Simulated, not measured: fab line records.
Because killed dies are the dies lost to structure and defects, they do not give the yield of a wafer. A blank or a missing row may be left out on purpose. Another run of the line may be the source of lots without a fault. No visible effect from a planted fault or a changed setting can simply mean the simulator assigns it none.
Split-lot trial | flow berkeleyCmos170 | 5 lots, 23 wafers read, on a route of 331 steps

ABOUT THE SPLIT
At UCB170_CONTACT_PEB_13, the setting pebTempC was moved away from the recipe's 130 C on 9 of the 23 wafers read, by -2.5% to +2.8%. This setting was run at the recipe's value on the other wafers.

FROM THE SPLIT TO THE READING: what the file shows between them, 5 steps
- UCB170_CONTACT_DEVELOP_14: develop time 45 s
- UCB170_CONTACT_CD_MEAS_15: target cd 700 nm
- UCB170_CONTACT_ETCH_17: etches BARC in N2/H2
- UCB170_CONTACT_ETCH_18: etches PSG in CHF3/CF4/Ar, stops on TiSi2, target depth 840 nm, time 195 s
- UCB170_CONTACT_STRIP_19: strips in O2

THE READING
cdNm (nm) at UCB170_CONTACT_CD_MEAS_90, where the cd target is 700 nm. Fault-free wafers of this fab line usually give 700.3 nm, standard deviation 1.4 nm.

wafer  | tool, chamber at the split | pebTempC as run, C | against the recipe | cdNm, nm | against lot-mates on the recipe
L076.1 | lithoTrack-01, 0           | 130                | recipe             | 696.3    | -
L076.2 | lithoTrack-01, 0           | 130                | recipe             | 697.1    | -
L076.3 | lithoTrack-01, 0           | 126.8              | -2.5%              | 675.0    | -23.3
L076.4 | lithoTrack-01, 0           | 126.8              | -2.5%              | 674.4    | -23.9
L076.6 | lithoTrack-01, 0           | 130                | recipe             | 701.4    | -
L078.1 | lithoTrack-04, 0           | 127.4              | -2.0%              | 681.6    | -19.4
L078.2 | lithoTrack-04, 0           | 130                | recipe             | 701.2    | -
L078.3 | lithoTrack-04, 0           | 127.4              | -2.0%              | 682.2    | -18.8
L078.4 | lithoTrack-04, 0           | 127.4              | -2.0%              | 680.5    | -20.5
L078.6 | lithoTrack-04, 0           | 130                | recipe             | 700.8    | -
L081.1 | lithoTrack-04, 0           | 133.6              | +2.8%              | 721.5    | +20.4
L081.2 | lithoTrack-04, 0           | 130                | recipe             | 700.5    | -
L081.4 | lithoTrack-04, 0           | 133.6              | +2.8%              | 721.9    | +20.8
L081.5 | lithoTrack-04, 0           | 130                | recipe             | 700.9    | -
L081.6 | lithoTrack-04, 0           | 130                | recipe             | 702.0    | -
L083.3 | lithoTrack-02, 0           | 130                | recipe             | 699.0    | -
L083.5 | lithoTrack-02, 0           | 130                | recipe             | 698.6    | -
L083.6 | lithoTrack-02, 0           | 130                | recipe             | 699.3    | -
L082.1 | lithoTrack-01, 0           | 130                | recipe             | 697.4    | -
L082.2 | lithoTrack-01, 0           | 130                | recipe             | 696.5    | -
L082.3 | lithoTrack-01, 0           | 128.8              | -0.9%              | 691.5    | -6.7
L082.4 | lithoTrack-01, 0           | 130                | recipe             | 700.6    | -
L082.6 | lithoTrack-01, 0           | 128.8              | -0.9%              | 690.8    | -7.4

FIT RESULTS
A straight line over all 23 wafers: cdNm changes by +8.86 nm for each +1% of pebTempC; r = +0.99; the points scatter about the line by 1.9 nm.
The same after taking each lot's own level away (the mean of its wafers on the recipe; 23 wafers): +8.63 nm for each +1%; r = +0.99; scatter 1.8 nm.
According to that fit, moving pebTempC by its largest amount changes the reading by 24 nm.
From 698.17 to 701.13 nm: that is the span of the lots' own levels, equal to 2.1 times the standard deviation above.
The two slopes agree, so the slope changes little with the lot-to-lot level.
Check: with one of the wafers moved furthest among these (+2.8%) left out of the fit, the line predicts +24.3 nm for it against its lot-mates. Against them it came out at +20.4 nm.

OTHER SPLITS ON THESE WAFERS
Before the reading, these wafers also passed through other splits. Each is held against what the fit with the lots' levels taken away leaves over:
other split on the same wafers    | wafers away from the commonest value | r with cdNm (lot level and that fit taken away)
UCB170_BACKSIDE_SOFTBAKE_02 tempC | 6                                    | +0.19

THE WHOLE CHAIN: every reading that the file lists as answering this split, in the file's order
step                      | what it does                                                               | reading                                                       | change (the file's fit)              | r (the file's)
UCB170_CONTACT_CD_MEAS_15 | target cd 700 nm                                                           | cdNm                                                          | +8.63 nm for each +1% of the setting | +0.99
UCB170_CONTACT_ETCH_17    | etches BARC in N2/H2                                                       | CONTACT.cdNm (the simulator's own value, which no gauge read) | +8.5 nm for each +1% of the setting  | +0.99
UCB170_CONTACT_ETCH_18    | etches PSG in CHF3/CF4/Ar, stops on TiSi2, target depth 840 nm, time 195 s | CONTACT.cdNm (the simulator's own value, which no gauge read) | +8.61 nm for each +1% of the setting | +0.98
UCB170_CONTACT_CD_MEAS_90 | target cd 700 nm                                                           | cdNm                                                          | +8.64 nm for each +1% of the setting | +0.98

FILE'S OWN FIT
cdNm changes by +8.64 nm for each +1% of pebTempC, r = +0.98.
